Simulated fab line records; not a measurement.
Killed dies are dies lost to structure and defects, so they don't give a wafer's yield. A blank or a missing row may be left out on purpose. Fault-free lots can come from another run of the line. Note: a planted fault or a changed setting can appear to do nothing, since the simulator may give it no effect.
One fault seen from 2 desks	flow ritCmos	what lay behind the numbers comes last; until then each desk has only its own

== THE METROLOGY DESK ==
Lot by lot, what the gauges showed, no matter which tool ran the lot: averages of those sampled wafers that carry a number. If a lot's mean is further than 4 standard deviations from the usual mean, the lot is out of limits and carries the mark OUT (the distance appears in the brackets).
Columns: A = INCOMING_BOW at RIT_ACTIVE_BOW_MEAS_00, usual 0 um; B = cdNm at RIT_GATE_CD_MEAS_16, usual 149.1 nm; C = CONTACT_TEOS_THK at RIT_CONTACT_THK_MEAS_01, usual 399 nm
lot	first seen here	A	B	C
L459	day 1 15:02	7	150.5	397
L460	day 1 20:00	1	147.5	401
L461	day 2 01:01	-3	150.2	394
L463	day 2 11:00	0	151.1	400
L465	day 2 21:00	4	147.4	402
L466	day 3 02:01	-3	144.2	404
L468	day 3 12:02	4	147.7	397
L469	day 3 17:01	-2	148.6	403
L470	day 3 22:00	-0	147.9	397
L471	day 4 03:00	1	149.2	400
L472	day 4 08:00	-4	151.0	400
L474	day 4 18:00	-3	151.2	422
L477	day 5 09:01	-1	151.0	417
L479	day 5 19:02	-1	152.9	399
Result from this desk: across the 14 lots, nothing is out of limits.

== THE TOOL OWNER'S DESK: pecvd-04 ==
The tool's own readings at RIT_CONTACT_CVD_00 (deposits SiO2 from TEOS, target thk 400 nm, time 61 s): means of the sampled wafers that have a number, for each lot that ran on this tool. If a lot's mean is further than 4 standard deviations from the usual mean, the lot is out of limits and carries the mark OUT (the distance appears in the brackets).
Columns: A = heaterPowerW at RIT_CONTACT_CVD_00, usual 303 W; B = runLengthS at RIT_CONTACT_CVD_00, usual 89.1 s
lot	first seen here	A	B
L460	day 3 17:03	335	89.6
L463	day 4 13:19	305	88.9
L466	day 5 01:52	284	89.1
L469	day 5 16:55	321	89.0
L471	day 6 09:39	314	89.0
L474	day 7 14:49	314	91.4
L477	day 8 05:25	357	91.3
Result from this desk: across the 7 lots, nothing is out of limits.

== PUT TOGETHER ==
Metrology desk: nothing out of limits seen.
The desk of the tool owner found nothing out of limits.

== WHAT THE SIMULATOR HAD PUT IN ==
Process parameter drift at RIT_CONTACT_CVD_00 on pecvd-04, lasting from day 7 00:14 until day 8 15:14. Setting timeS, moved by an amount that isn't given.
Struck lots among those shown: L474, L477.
